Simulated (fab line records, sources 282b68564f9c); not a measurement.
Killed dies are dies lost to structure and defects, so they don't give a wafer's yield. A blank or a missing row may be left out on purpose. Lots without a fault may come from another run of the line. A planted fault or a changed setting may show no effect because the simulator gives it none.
A struck lot beside a sound one | flow rit_cmos | 18 steps out of a route of 202
Sound: wafers L966.2, L966.4, L966.6. Struck: wafers L954.3, L954.4, L954.5. The cause comes at the end.
At each step with rows: each side's tool, then ch and its chambers, then its first start. Under that, the readings that differ: sound wafers | struck wafers | difference of the means | sigmas: that difference in standard deviations of wafers without a fault.
alike: readings whose means differ by less than 2 such deviations, and words and numbers that are the same on both sides. not compared: withheld readings, readings that some wafer has no value for, bounds like >300 that may hide the same value, and numbers for which the record gives no deviation and whose values overlap.
The two part at a step that has a row with sigmas, a row that says differs or no value, or rows on one side only. Numbers that don't overlap but have no deviation are shown without sigmas and don't part them. A reading that every wafer of one side lacks parts them only if that side has two wafers or more.

RIT_M1_SPUTTER_00: material Al, target thk 400 nm, time 500 s.
  sound on pvd_sputter-01, day 7 01:02; struck on pvd_sputter-01, day 4 14:21
  alike: throttle_valve_pct
RIT_M1_RS_MEAS_01: measures by four-point-probe.
  sound on film_metro-03, day 7 01:20; struck on film_metro-04, day 4 14:41
  alike: M1_AL_RS
RIT_M1_THK_MEAS_02: measures by xrf.
  sound on film_metro-03, day 7 01:27; struck on film_metro-04, day 4 14:47
  alike: M1_AL_THK
then, 6 steps without rows for these wafers: RIT_M1_HMDS_03 (prime time 60 s); RIT_M1_COAT_04 (resist thk 1300 nm); RIT_M1_SOFTBAKE_05 (time 60 s); RIT_M1_EXPOSE_06 (exposes mask M12, target cd 2600 nm); RIT_M1_PEB_07; RIT_M1_DEVELOP_08 (develop time 68 s).
RIT_M1_CD_MEAS_09: target cd 2600 nm.
  sound on cd_sem-01, day 7 02:24; struck on cd_sem-01, day 4 15:54
  alike: cd_nm
RIT_M1_OVL_MEAS_10:
  sound on overlay-02, day 7 02:31; struck on overlay-01, day 4 15:59
  alike: M1_OVL
then, 1 step without rows for these wafers: RIT_M1_HARDBAKE_11 (time 120 s).
RIT_M1_METAL_ETCH_12: etches Al in Cl2/BCl3, stops on SiO2, time 165 s, target depth 600 nm.
  sound on rie_metal-01 ch 0,1, day 7 02:47; struck on rie_metal-02 ch 0,1, day 4 16:19
  no value came back on the struck wafers for any of 5 readings (bcl3_flow_sccm (sccm), chamber_pressure_mTorr (mTorr) and others); on the sound wafers bcl3_flow_sccm (sccm) reads 50.33 50.32 49.92
  reading                                  | sound             | struck          | difference | sigmas
  model.NOVOLAK_of_M1_COAT_04.thk_nm (nm)  | 800.2 797.8 819.2 | 1139 1143 1139  | +335       |
  model.SiO2_of_CONTACT_CVD_00.thk_nm (nm) | 363.3 369.1 373.4 | 393.1 398.4 406 | +30.6      |
  not compared: rf_hours_counter_h
then, 1 step without rows for these wafers: RIT_M1_STRIP_13 (strips in nmp, time 600 s).
RIT_M1_STRIP_14: strips in O2, time 180 s.
  sound on plasma_asher-02 ch 0,1, day 7 03:08; struck on plasma_asher-01 ch 0,1, day 4 16:40
  alike: drypump_motor_current_A, o2_flow_sccm
  not compared: rf_hours_counter_h
RIT_M1_CD_MEAS_90: target cd 2600 nm.
  sound on cd_sem-02, day 7 03:20; struck on cd_sem-02, day 4 16:50
  reading    | sound          | struck | difference                    | sigmas
  cd_nm (nm) | 2602 2603 2603 | - - -  | no value on the struck wafers |
then, 1 step without rows for these wafers: RIT_M1_ANNEAL_15 (time 1800 s).
RIT_M1_PROBE_99:
  sound on prober-01, day 7 05:07; struck on prober-01, day 4 18:38
  reading                  | sound             | struck         | difference | sigmas
  defect_limited_yield (%) | 99.6 98.1 97.7    | 0 0 0          | -98        | -90
  killed_at_M0_to_M3       | 0 0 0             | 257 258 259    | +258       | +99 or more
  killed_dies              | 1 5 6             | 264 264 264    | +260       | +90
  killed_on_rim            | 1 0 2             | 70 70 70       | +69        | +49
  sort_bin_5_function (%)  | 0.4 1.5 1.1       | 98.9 99.2 99.6 | +98.2      | +99 or more
  sort_n_pass              | 263.0 259.0 258.0 | 0 0 0          | -260       | -90
  sort_yield_pct (%)       | 99.6 98.1 97.7    | 0 0 0          | -98        | -90
  alike: killed_at_contacts, killed_at_front_end, killed_open, killed_short, sort_bin_3_pad_short, sort_bin_6_memory

WHERE THEY PART
First at RIT_M1_METAL_ETCH_12; last, within this record, at RIT_M1_PROBE_99.

WHY: what the simulator had put in
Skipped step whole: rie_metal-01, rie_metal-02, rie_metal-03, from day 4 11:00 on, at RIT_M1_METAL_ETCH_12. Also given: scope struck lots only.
